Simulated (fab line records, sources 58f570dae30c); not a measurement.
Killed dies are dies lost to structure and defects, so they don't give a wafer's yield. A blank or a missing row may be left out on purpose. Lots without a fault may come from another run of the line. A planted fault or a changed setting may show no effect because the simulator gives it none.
Which tool did it? | flow berkeley_cmos170 | 13 lots, 39 wafers sampled, at 6 steps of a route of 331

WHAT THE GAUGES READ, wafer by wafer
UCB170_SACOX_THK_MEAS_02.
lot  | measured     | on            | SACOX_OXIDE_THK (nm)
L195 | day 5 12:35  | film_metro-01 | 14.1 14.0 14.0
L196 | day 6 09:38  | film_metro-03 | 14.2 14.3 14.3
L198 | day 6 09:38  | film_metro-02 | 14.5 14.7 14.7
L200 | day 6 23:52  | film_metro-01 | 14.6 14.4 14.4
L199 | day 6 23:52  | film_metro-03 | 14.3 14.5 14.2
L202 | day 6 23:56  | film_metro-03 | 14.4 14.5 14.6
L206 | day 8 09:22  | film_metro-01 | 14.0 14.2 14.2
L207 | day 8 21:01  | film_metro-02 | 13.6 13.6 13.8
L211 | day 9 14:05  | film_metro-01 | 14.1 13.8 13.7
L210 | day 9 14:08  | film_metro-02 | 13.8 13.9 13.8
L215 | day 10 05:17 | film_metro-03 | 14.8 14.8 14.7
L216 | day 10 11:46 | film_metro-02 | 14.4 14.5 14.5
L217 | day 10 11:49 | film_metro-03 | 14.7 14.7 14.5

UCB170_SCREENOX_THK_MEAS_02.
lot  | measured     | on            | SCREENOX_OXIDE_THK (nm)
L195 | day 5 19:30  | film_metro-03 | 14.59 14.60 14.53
L196 | day 6 16:59  | film_metro-02 | 14.08 14.31 14.08
L198 | day 6 16:59  | film_metro-04 | 14.05 14.08 14.08
L200 | day 7 06:43  | film_metro-02 | 13.99 13.73 14.12
L199 | day 7 06:44  | film_metro-03 | 14.66 14.69 14.39
L202 | day 7 06:48  | film_metro-02 | 14.31 14.30 14.19
L206 | day 8 16:43  | film_metro-03 | 14.35 14.40 14.30
L207 | day 9 04:01  | film_metro-02 | 13.82 13.76 13.73
L211 | day 9 18:29  | film_metro-02 | 14.47 14.36 14.13
L210 | day 9 18:29  | film_metro-04 | 14.37 14.35 14.21
L215 | day 10 10:47 | film_metro-04 | 14.73 14.53 14.27
L216 | day 10 18:26 | film_metro-03 | 14.31 14.29 14.49
L217 | day 10 18:27 | film_metro-02 | 14.69 14.64 14.47

UCB170_NVT_OVL_MEAS_06.
lot  | measured     | on         | NVT_OVL (nm)
L195 | day 6 03:06  | overlay-01 | -5 -5 -2
L196 | day 6 21:53  | overlay-02 | -1 5 2
L198 | day 6 22:07  | overlay-02 | 11 14 8
L200 | day 7 18:35  | overlay-01 | -2 1 6
L199 | day 7 18:08  | overlay-02 | -2 0 -2
L202 | day 7 18:25  | overlay-02 | 4 -3 5
L206 | day 9 01:10  | overlay-01 | - - -
L207 | day 9 09:29  | overlay-02 | 2 1 7
L211 | day 9 23:53  | overlay-01 | -1 0 0
L210 | day 9 23:24  | overlay-01 | 9 10 12
L215 | day 10 18:23 | overlay-01 | -9 -11 -13
L216 | day 10 23:55 | overlay-01 | -2 -5 -5
L217 | day 11 00:12 | overlay-02 | -10 -4 -4

UCB170_NVT_TW_MEAS_09.
lot  | measured     | on            | NVT_TW
L195 | day 6 03:23  | film_metro-04 | 519 519 520
L196 | day 6 22:10  | film_metro-01 | 527 527 528
L198 | day 6 22:25  | film_metro-02 | 530 526 526
L200 | day 7 18:52  | film_metro-01 | 524 526 524
L199 | day 7 18:26  | film_metro-02 | 524 525 524
L202 | day 7 18:43  | film_metro-02 | 523 522 525
L206 | day 9 01:27  | film_metro-01 | 30 30 30
L207 | day 9 09:47  | film_metro-04 | 519 523 520
L211 | day 10 00:11 | film_metro-02 | 526 527 527
L210 | day 9 23:41  | film_metro-01 | 524 523 525
L215 | day 10 18:41 | film_metro-02 | 530 527 528
L216 | day 11 00:13 | film_metro-02 | 529 527 525
L217 | day 11 00:32 | film_metro-02 | 523 527 529

UCB170_FIELD_THK_MEAS_91.
lot  | measured     | on            | FIELD_OXIDE_LEFT_2_THK (nm)
L195 | day 6 06:19  | film_metro-01 | 372 365 360
L196 | day 7 00:53  | film_metro-01 | 340 342 348
L198 | day 7 01:34  | film_metro-03 | 336 345 336
L200 | day 7 21:07  | film_metro-03 | 363 365 359
L199 | day 7 20:15  | film_metro-04 | 355 347 360
L202 | day 7 20:37  | film_metro-01 | 364 361 371
L206 | day 9 05:44  | film_metro-03 | 338 350 349
L207 | day 9 15:13  | film_metro-03 | 354 358 359
L211 | day 10 02:22 | film_metro-03 | 347 356 343
L210 | day 10 01:29 | film_metro-04 | 356 361 355
L215 | day 10 23:16 | film_metro-01 | 332 357 349
L216 | day 11 02:40 | film_metro-04 | 350 354 354
L217 | day 11 03:04 | film_metro-01 | 349 347 341

WHICH TOOL RAN EACH LOT (tool, then ch and the chambers of the sampled wafers, then the start)
lot  | UCB170_NVT_EXPOSE_03
L195 | krf_scanner-02 ch 0, day 6 02:21
L196 | krf_scanner-01 ch 0, day 6 21:29
L198 | krf_scanner-02 ch 0, day 6 21:44
L200 | krf_scanner-02 ch 0, day 7 18:12
L199 | krf_scanner-02 ch 0, day 7 17:46
L202 | krf_scanner-02 ch 0, day 7 18:03
L206 | krf_scanner-02 ch 0, day 9 00:47
L207 | krf_scanner-02 ch 0, day 9 08:41
L211 | krf_scanner-02 ch 0, day 9 23:32
L210 | krf_scanner-02 ch 0, day 9 23:01
L215 | krf_scanner-02 ch 0, day 10 17:42
L216 | krf_scanner-02 ch 0, day 10 23:03
L217 | krf_scanner-01 ch 0, day 10 23:19
- UCB170_NVT_EXPOSE_03: exposes mask PWELL, target cd 3000 nm.

WHAT THE TOOLS THEMSELVES READ (means of the sampled wafers that have a number; where no wafer has one, the mark that the record gives instead)
The record holds no such reading with a usual standard deviation.

THE ANSWER, worked out from the rows above alone
Rule: what is usual is taken from the lots themselves. Put in order of their means at a reading, lots are off if they are a third of the lots or fewer, leave a main group of 4 or more, and stand apart from it by a gap of 3 or more times the standard deviation of the main group's means; of several such gaps the widest counts. A main group whose means are all the same, to the digits that the tables above print for the reading, isn't used. A lot without any number at a reading at which 4 lots or more have one is off too. The other lots that the step has rows for count as sound. The gauges are gone through in route order, then the tools' own readings, and for those a lot's mean is taken as printed above. The first step at which some lot is off is used, and at that step the reading that is off furthest; a lot without a number counts as furthest.
Off: L206, at UCB170_NVT_OVL_MEAS_06 (NVT_OVL). Without a number there: L206. The main group: mean 0 nm, standard deviation 6.1.
A tool fits if, at a process step before that reading, it ran every lot that is off, and no sound lot after the first of them. The gauges at UCB170_NVT_OVL_MEAS_06 aren't tried: what is off there is off at UCB170_NVT_TW_MEAS_09 too, on other tools, and a gauge's error can't cause that. None of those tried fits.

WHAT THE SIMULATOR HAD PUT IN
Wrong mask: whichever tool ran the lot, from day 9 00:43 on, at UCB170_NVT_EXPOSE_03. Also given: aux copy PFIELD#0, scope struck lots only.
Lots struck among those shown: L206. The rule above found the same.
